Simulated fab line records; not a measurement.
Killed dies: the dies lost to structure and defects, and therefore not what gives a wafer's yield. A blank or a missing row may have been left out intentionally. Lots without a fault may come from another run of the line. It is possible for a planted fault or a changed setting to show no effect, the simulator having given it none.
A struck lot beside a sound one :: flow rit-cmos :: 14 out of 202 route steps
Sound: wafers L830.3, L830.4, L830.6. Wafers struck: L844.1, L844.5, L844.6. At the end, the cause is stated.
For every step that has rows: the tool of each side, followed by ch and its chambers, followed by its first start. Under that, the readings that differ: sound wafers :: struck wafers :: difference of the means :: sigmas: that difference in standard deviations of wafers without a fault.
alike: words and numbers the same on both sides, and readings whose means are apart by under 2 such deviations; not compared: readings that were withheld, readings missing a value for some wafer, numbers with overlapping values and no deviation given by the record, and bounds like >300 which may hide the same value.
Wherever a step has rows on one side only, a row that says differs or no value, or a row with sigmas, the two part there. Non-overlapping numbers with no deviation appear without sigmas and do not part them. Lack of a reading on every wafer of one side parts them only where that side has two or more wafers.

RIT_GATE_THK_MEAS_07:
  sound: film-metro-01 at day 2 09:40; struck: film-metro-02 at day 5 10:18
  alike: GATE_OXIDE_THK
then, 1 step without rows for these wafers: RIT_GATE_CVD_08 (deposits poly-Si from SiH4, target thk 250 nm, time 2220 s).
RIT_GATE_THK_MEAS_09:
  sound: film-metro-02 at day 2 11:20; struck: film-metro-04 at day 5 11:59
reading: GATE_POLY_THK (nm)
sound: 253.4 254.0 254.1
struck: 247.3 246.2 245.4
difference: -7.5
sigmas: -3
then, 6 steps without rows for these wafers: RIT_GATE_HMDS_10 (prime time 60 s); RIT_GATE_COAT_11 (resist thk 841 nm); RIT_GATE_SOFTBAKE_12 (time 60 s); RIT_GATE_EXPOSE_13 (exposes mask M6, target cd 150 nm); RIT_GATE_PEB_14; RIT_GATE_DEVELOP_15 (develop time 50 s).
RIT_GATE_CD_MEAS_16: target cd 150 nm.
  sound: cd-sem-02 at day 2 12:16; struck: cd-sem-02 at day 5 13:01
  alike: cd-nm
RIT_GATE_OVL_MEAS_17:
  sound: overlay-02 at day 2 12:22; struck: overlay-02 at day 5 13:08
reading: GATE_OVL (nm)
sound: 4.2 3.7 1.6
struck: 1.2 -0.6 -0.5
difference: -3.1
sigmas: -2
then, 1 step without rows for these wafers: RIT_GATE_HARDBAKE_18 (time 60 s).
RIT_GATE_ETCH_19: etches poly-Si in SF6/CHF3/O2, stops on SiO2, time 165 s, target depth 312.5 nm.
  sound on rie-si-02 ch 2,3, day 2 12:32; struck on rie-si-02 ch 0,1,3, day 5 13:19
reading: oes-product-au (a.u.)
sound: 0.852 0.854 0.841
struck: 0.940 0.927 0.954
difference: +0.091
sigmas: +7

reading: over-etch-frac
sound: 0.25 0.25 0.25
struck: 0.05 0.05 0.05
difference: -0.20
sigmas: 

reading: model.NOVOLAK_of_GATE_COAT_11.thk-nm (nm)
sound: 666.9 666.8 667.5
struck: 671.4 680 674.1
difference: +8.1
sigmas: 
  alike: drypump-motor-current-A, rf-fwd-power-W, throttle-valve-pct
  not compared: rf-hours-counter-h
RIT_GATE_STRIP_20: strips in O2, time 180 s.
  sound on plasma-asher-01 ch 0,1, day 2 12:43; struck on plasma-asher-01 ch 0,1, day 5 13:26
  alike: drypump-motor-current-A, rf-refl-power-W
  not compared: rf-hours-counter-h

WHERE THEY PART
First at RIT_GATE_THK_MEAS_09; last, within this record, at RIT_GATE_ETCH_19. Later steps at which nothing parts them and some readings are alike: RIT_GATE_STRIP_20.

WHY: the cause the simulator had injected
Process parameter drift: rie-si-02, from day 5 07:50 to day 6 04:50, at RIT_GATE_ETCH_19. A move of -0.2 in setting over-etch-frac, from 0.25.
